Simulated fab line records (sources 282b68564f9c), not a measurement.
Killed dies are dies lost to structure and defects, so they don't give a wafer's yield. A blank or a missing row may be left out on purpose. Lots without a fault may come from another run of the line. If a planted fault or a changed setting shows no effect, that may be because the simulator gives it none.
Which tool was responsible? -- flow rit cmos -- Sampling: 6 lots, 18 wafers, 2 of 202 route steps

== WHAT THE GAUGES SHOWED, per wafer ==
RIT_SILICIDE_RS_MEAS_02: uses a four-point probe to measure.
lot,measured,on,SILICIDE_TI_RS (ohm/sq)
L106,day 3 14:49,film metro-02,47.9 47.4 47.4
L110,day 4 12:52,film metro-02,46.5 48.7 46.1
L112,day 4 15:18,film metro-04,48.1 47.4 47.7
L115,day 5 07:34,film metro-02,47.2 47.4 47.4
L118,day 5 23:49,film metro-04,48.9 49.0 47.9
L125,day 7 19:25,film metro-03,47.2 47.9 48.8

== WHICH TOOL RAN EACH LOT (tool, then ch and the chambers of the sampled wafers, then the start) ==
lot,RIT_SILICIDE_SPUTTER_01
L106,"pvd sputter-04, day 3 14:39"
L110,"pvd sputter-01, day 4 12:40"
L112,"pvd sputter-03, day 4 15:09"
L115,"pvd sputter-04, day 5 07:22"
L118,"pvd sputter-04, day 5 23:40"
L125,"pvd sputter-01, day 7 19:14"
- RIT_SILICIDE_SPUTTER_01: material Ti, target thk 30 nm, time 240 s.

== THE ANSWER, worked out from the rows above alone ==
Rule: the lots themselves supply what counts as usual. Put in order of their means at a reading, lots are off if they are a third of the lots or fewer, leave a main group of 4 or more, and stand apart from it by a gap of 3 or more times the standard deviation of the main group's means; of several such gaps the widest counts. Not used: any main group whose means are identical at the precision the tables above print for the reading. A lot without any number at a reading at which 4 lots or more have one is off too. Any other lot the step has rows for is counted as sound.
No lot is off on any of the readings shown, so nothing can be concluded from this.

== WHAT THE SIMULATOR HAD PUT IN ==
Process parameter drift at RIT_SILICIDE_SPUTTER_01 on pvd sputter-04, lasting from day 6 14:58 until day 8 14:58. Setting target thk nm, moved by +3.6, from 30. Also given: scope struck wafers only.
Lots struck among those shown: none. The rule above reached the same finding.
